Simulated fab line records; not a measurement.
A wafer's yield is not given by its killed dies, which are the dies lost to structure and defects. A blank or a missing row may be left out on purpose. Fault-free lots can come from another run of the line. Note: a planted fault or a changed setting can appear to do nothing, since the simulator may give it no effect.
Split-lot study	flow berkeley_cmos170	23 wafers read across 5 lots, on a route 331 steps long

== ABOUT THE SPLIT ==
At UCB170_GATE_PEB_10, the setting peb_temp_c was moved away from the recipe's 130 C on 11 of the 23 wafers read, by -2.0% to +0.9%. The other wafers ran this setting at the recipe's value.

== FROM THE SPLIT TO THE READING: what the file shows between them, 4 steps ==
- UCB170_GATE_DEVELOP_11: develop time 45 s
- UCB170_GATE_CD_MEAS_12: target cd 350 nm
- UCB170_GATE_ETCH_15: etches poly-Si in HBr/Cl2, stops on SiO2, time 56.3 s, target depth 278.2 nm (also split here: icp_w)
- UCB170_GATE_STRIP_16: strips in O2

== THE READING ==
cd_nm (nm) at UCB170_GATE_CD_MEAS_90, where the cd target is 350 nm. Typical for fault-free wafers on this fab line: 350.1 nm, with standard deviation 1.6 nm.

wafer	tool, chamber at the split	peb_temp_c as run, C	against the recipe	cd_nm, nm	against lot-mates on the recipe
L077.2	litho_track-03, 0	130	recipe	351.2	-
L077.3	litho_track-03, 0	130	recipe	350.0	-
L077.4	litho_track-03, 0	127.4	-2.0%	370.9	+20.3
L077.5	litho_track-03, 0	127.4	-2.0%	368.2	+17.6
L077.6	litho_track-03, 0	127.4	-2.0%	370.1	+19.5
L078.1	litho_track-04, 0	130	recipe	348.8	-
L078.2	litho_track-04, 0	130	recipe	348.0	-
L078.3	litho_track-04, 0	130	recipe	349.1	-
L078.4	litho_track-04, 0	127.8	-1.7%	363.9	+15.3
L078.5	litho_track-04, 0	127.8	-1.7%	364.8	+16.2
L082.2	litho_track-01, 0	130	recipe	350.9	-
L082.4	litho_track-01, 0	130	recipe	350.6	-
L082.5	litho_track-01, 0	130	recipe	351.4	-
L083.1	litho_track-01, 0	130	recipe	349.3	-
L083.2	litho_track-01, 0	131.2	+0.9%	342.5	-7.1
L083.3	litho_track-01, 0	131.2	+0.9%	343.5	-6.1
L083.5	litho_track-01, 0	131.2	+0.9%	342.4	-7.2
L083.6	litho_track-01, 0	130	recipe	349.9	-
L084.1	litho_track-04, 0	128.7	-1.0%	358.1	+8.7
L084.2	litho_track-04, 0	128.7	-1.0%	358.7	+9.2
L084.4	litho_track-04, 0	130	recipe	349.4	-
L084.5	litho_track-04, 0	128.7	-1.0%	359.4	+9.9
L084.6	litho_track-04, 0	130	recipe	349.5	-

FIT RESULTS
A straight line over all 23 wafers: cd_nm changes by -9.1 nm for each +1% of peb_temp_c; r = -0.99; the points scatter about the line by 1.2 nm.
The same after taking each lot's own level away (the mean of its wafers on the recipe; 23 wafers): -9.05 nm for each +1%; r = -1.00; scatter 0.84 nm.
On that fit, the largest move of peb_temp_c shifts the reading by 18 nm.
The lots' own levels span 348.63 to 350.97 nm, that is 1.5 times the standard deviation above.
The two slopes agree, so the slope changes little with the lot-to-lot level.
Check: for one of the wafers moved furthest among these (-2.0%), held out of the fit, the line's prediction against its lot-mates is +18.1 nm. It came out at +20.3 nm against them.

== FURTHER SPLITS ON THESE WAFERS ==
Note: prior to the reading, these wafers also went through further splits. Each is held against what the fit with the lots' levels taken away leaves over:
other split on the same wafers	wafers away from the commonest value	r with cd_nm (lot level and that fit taken away)
UCB170_START_OXIDATION_02 temp_c	15	+0.01
UCB170_PWELL_OXIDATION_02 temp_c	15	-0.31
UCB170_PWELL_CVD_05 time_s	18	+0.29
UCB170_NVT_COAT_01 spin_rpm	7	+0.05
UCB170_PVT_IMPLANT_07 dose_cm2	7	-0.11
UCB170_GATE_ETCH_15 icp_w	5	-0.60

== THE WHOLE CHAIN: every reading that the file lists as answering this split, in the file's order ==
step	what it does	reading	change (the file's fit)	r (the file's)
UCB170_GATE_CD_MEAS_12	target cd 350 nm	cd_nm	-9.09 nm for each +1% of the setting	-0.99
UCB170_GATE_ETCH_15	etches poly-Si in HBr/Cl2, stops on SiO2, time 56.3 s, target depth 278.2 nm	GATE.cd_nm (the simulator's own value, which no gauge read)	-9.12 nm for each +1% of the setting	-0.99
UCB170_GATE_CD_MEAS_90	target cd 350 nm	cd_nm	-9.23 nm for each +1% of the setting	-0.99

== THE FILE'S OWN FIT ==
cd_nm changes by -9.23 nm for each +1% of peb_temp_c, r = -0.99.
